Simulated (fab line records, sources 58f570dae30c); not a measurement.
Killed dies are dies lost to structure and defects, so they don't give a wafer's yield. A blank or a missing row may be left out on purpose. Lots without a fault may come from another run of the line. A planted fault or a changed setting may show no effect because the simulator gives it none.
Tool commonality check | flow berkeley_cmos170 | 15 lots, 45 wafers sampled

WHY IT WAS OPENED
At UCB170_WELLDRIVE_THK_MEAS_02 the reading WELLDRIVE_OXIDE_THK is flagged on 3 of 15 lots. Wafers without a fault read 200 nm, standard deviation 3.9.
Rule: a lot is flagged when every wafer of it that has a number lies more than 4 standard deviations from that mean, or none has a number. The other lots count as sound.

lot  | measured    | on            | WELLDRIVE_OXIDE_THK (nm), wafer by wafer | flag
L766 | day 3 16:04 | film_metro-03 | 198 201 199                              |
L767 | day 4 10:25 | film_metro-04 | 200 197 200                              |
L768 | day 4 10:25 | film_metro-03 | 199 204 202                              |
L770 | day 4 22:11 | film_metro-03 | 196 192 197                              |
L771 | day 5 07:10 | film_metro-01 | 202 202 204                              |
L777 | day 6 08:13 | film_metro-03 | 227 227 224                              | FLAGGED
L778 | day 6 08:13 | film_metro-01 | 219 223 219                              | FLAGGED
L776 | day 6 08:16 | film_metro-03 | 227 228 227                              | FLAGGED
L780 | day 7 02:22 | film_metro-01 | 199 201 200                              |
L781 | day 7 02:22 | film_metro-04 | 195 193 194                              |
L786 | day 8 00:14 | film_metro-03 | 196 199 199                              |
L785 | day 8 00:16 | film_metro-01 | 192 194 194                              |
L787 | day 8 17:47 | film_metro-04 | 197 202 198                              |
L788 | day 8 17:47 | film_metro-03 | 193 197 196                              |
L789 | day 8 17:47 | film_metro-01 | 200 202 203                              |
The numbers of the flagged lots are 225 nm on average: +25 nm against the usual, or +6 standard deviations.

WHICH TOOL RAN EACH LOT
The record holds 2 process steps before the reading, out of a route of 331 steps. In each cell: the tool, then ch and the chambers that the sampled wafers went through, then the start.
lot  | flag    | UCB170_ZERO_ETCH_06               | UCB170_WELLDRIVE_OXIDATION_01
L766 |         | rie_diel-02 ch 1,2, day 1 22:53   | furnace-02 ch 0, day 3 12:27
L767 |         | rie_diel-03 ch 1,2, day 2 05:43   | furnace-01 ch 0, day 4 06:55
L768 |         | rie_diel-01 ch 0,1,2, day 2 09:02 | furnace-01 ch 0, day 4 06:55
L770 |         | rie_diel-01 ch 1,2, day 2 19:08   | furnace-04 ch 0, day 4 18:41
L771 |         | rie_diel-02 ch 0,1,2, day 2 22:32 | furnace-01 ch 0, day 5 03:40
L777 | FLAGGED | rie_diel-01 ch 0,1,2, day 4 07:18 | furnace-01 ch 0, day 6 04:43
L778 | FLAGGED | rie_diel-03 ch 0,2,3, day 4 12:00 | furnace-01 ch 0, day 6 04:43
L776 | FLAGGED | rie_diel-03 ch 1,2, day 4 06:52   | furnace-01 ch 0, day 6 04:43
L780 |         | rie_diel-03 ch 1,2,3, day 4 20:51 | furnace-02 ch 0, day 6 22:52
L781 |         | rie_diel-01 ch 0,2,3, day 5 01:39 | furnace-02 ch 0, day 6 22:52
L786 |         | rie_diel-03 ch 1,2,3, day 6 04:53 | furnace-04 ch 0, day 7 20:44
L785 |         | rie_diel-02 ch 0,1,3, day 5 19:45 | furnace-04 ch 0, day 7 20:44
L787 |         | rie_diel-03 ch 1,2,3, day 6 12:08 | furnace-04 ch 0, day 8 14:16
L788 |         | rie_diel-01 ch 1,2,3, day 6 12:11 | furnace-04 ch 0, day 8 14:16
L789 |         | rie_diel-01 ch 0,2, day 6 15:32   | furnace-04 ch 0, day 8 14:16
What these steps do:
- UCB170_ZERO_ETCH_06: etches SiO2 in CHF3/CF4/Ar, time 12 s.
- UCB170_WELLDRIVE_OXIDATION_01: target thk 199 nm, ox time 9000 s.
- UCB170_WELLDRIVE_THK_MEAS_02

FLAGGED OVER TOTAL, TOOL BY TOOL (the gauges that took the reading come last)
step                          | tool          | lots run | flagged | share of the flagged lots | sound lots run after its first flagged lot
UCB170_ZERO_ETCH_06           | rie_diel-01   | 6        | 1       | some                      | 3 (L781,L788,L789)
UCB170_ZERO_ETCH_06           | rie_diel-02   | 3        | 0       | none                      | -
UCB170_ZERO_ETCH_06           | rie_diel-03   | 6        | 2       | some                      | 3 (L780,L786,L787)
UCB170_WELLDRIVE_OXIDATION_01 | furnace-01    | 6        | 3       | all                       | 0
UCB170_WELLDRIVE_OXIDATION_01 | furnace-02    | 3        | 0       | none                      | -
UCB170_WELLDRIVE_OXIDATION_01 | furnace-04    | 6        | 0       | none                      | -
UCB170_WELLDRIVE_THK_MEAS_02  | film_metro-01 | 5        | 1       | some                      | 3 (L780,L785,L789)
UCB170_WELLDRIVE_THK_MEAS_02  | film_metro-03 | 7        | 2       | some                      | 2 (L786,L788)
UCB170_WELLDRIVE_THK_MEAS_02  | film_metro-04 | 3        | 0       | none                      | -

WHAT THE TABLE ALLOWS
1 row of the table ran every flagged lot: furnace-01 at UCB170_WELLDRIVE_OXIDATION_01.
- furnace-01 at UCB170_WELLDRIVE_OXIDATION_01: 3 of its 6 lots flagged. Its last sound lot is L771 (day 5 03:40), its first flagged lot L776 (day 6 04:43): a fault that began between those two fits. Its own readings lie more than 4 standard deviations out on every wafer of the flagged lots: spike_tc_centre_C, spike_tc_source_C, tube_center_temp_C, tube_center_temp_C_max.
One tool is left: furnace-01 at UCB170_WELLDRIVE_OXIDATION_01.

WHAT THE SIMULATOR HAD PUT IN
Process parameter drift: furnace-01, from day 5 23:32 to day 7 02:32, at UCB170_WELLDRIVE_OXIDATION_01. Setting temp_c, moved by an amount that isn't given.
Lots struck among those shown: L777, L778, L776. The rule above found the same.
